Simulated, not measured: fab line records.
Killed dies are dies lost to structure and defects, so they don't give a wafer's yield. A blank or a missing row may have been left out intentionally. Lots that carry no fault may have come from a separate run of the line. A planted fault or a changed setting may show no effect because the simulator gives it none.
Which tool did it? -- flow rit cmos -- 21 wafers from 7 lots sampled at 3 of the route's 202 steps

WHAT THE GAUGES SHOWED, per wafer
RIT_NWELL_OVL_MEAS_06.
lot,measured,on,NWELL_OVL (nm)
L656,day 2 04:38,overlay-01,-1.2 -1.7 -0.7
L659,day 2 23:53,overlay-02,0.4 -2.1 -2.5
L661,day 3 04:28,overlay-02,1.9 2.7 1.8
L665,day 4 00:10,overlay-02,-0.7 -2.9 -1.3
L669,day 4 19:40,overlay-02,-1.2 0.6 -0.6
L672,day 5 10:50,overlay-01,-0.3 2.0 0.4
L678,day 6 20:25,overlay-01,-3.2 -1.7 -1.7

TOOL THAT RAN EACH LOT (tool first, then ch and the chambers of the sampled wafers, then the start)
lot,RIT_ACTIVE_STRIP_14,RIT_NWELL_SOFTBAKE_02
L656,"plasma asher-04 ch 1, day 1 20:56","litho track-04 ch 0, day 2 03:53"
L659,"plasma asher-01 ch 0,1, day 2 13:17","litho track-04 ch 0, day 2 23:22"
L661,"plasma asher-01 ch 0,1, day 2 22:26","litho track-01 ch 0, day 3 03:42"
L665,"plasma asher-02 ch 0,1, day 3 18:01","litho track-03 ch 0, day 3 23:31"
L669,"plasma asher-01 ch 0,1, day 4 13:25","litho track-03 ch 0, day 4 19:07"
L672,"plasma asher-04 ch 0,1, day 5 05:32","litho track-03 ch 0, day 5 10:16"
L678,"plasma asher-04 ch 0,1, day 6 12:08","litho track-04 ch 0, day 6 19:44"
- RIT_ACTIVE_STRIP_14: strips in O2, time 180 s.
- RIT_NWELL_SOFTBAKE_02: time 60 s.

THE ANSWER, worked out from the rows above alone
Rule: the lots themselves supply what counts as usual. Put in order of their means at a reading, lots are off if they are a third of the lots or fewer, leave a main group of 4 or more, and stand apart from it by a gap of 3 or more times the standard deviation of the main group's means; of several such gaps the widest counts. A main group whose means are all the same, to the digits that the tables above print for the reading, isn't used. A lot without any number at a reading at which 4 lots or more have one is off too. The other lots that the step has rows for count as sound.
No lot is off at any reading shown: from this, nothing can be told.

WHAT HAD BEEN PUT IN BY THE SIMULATOR
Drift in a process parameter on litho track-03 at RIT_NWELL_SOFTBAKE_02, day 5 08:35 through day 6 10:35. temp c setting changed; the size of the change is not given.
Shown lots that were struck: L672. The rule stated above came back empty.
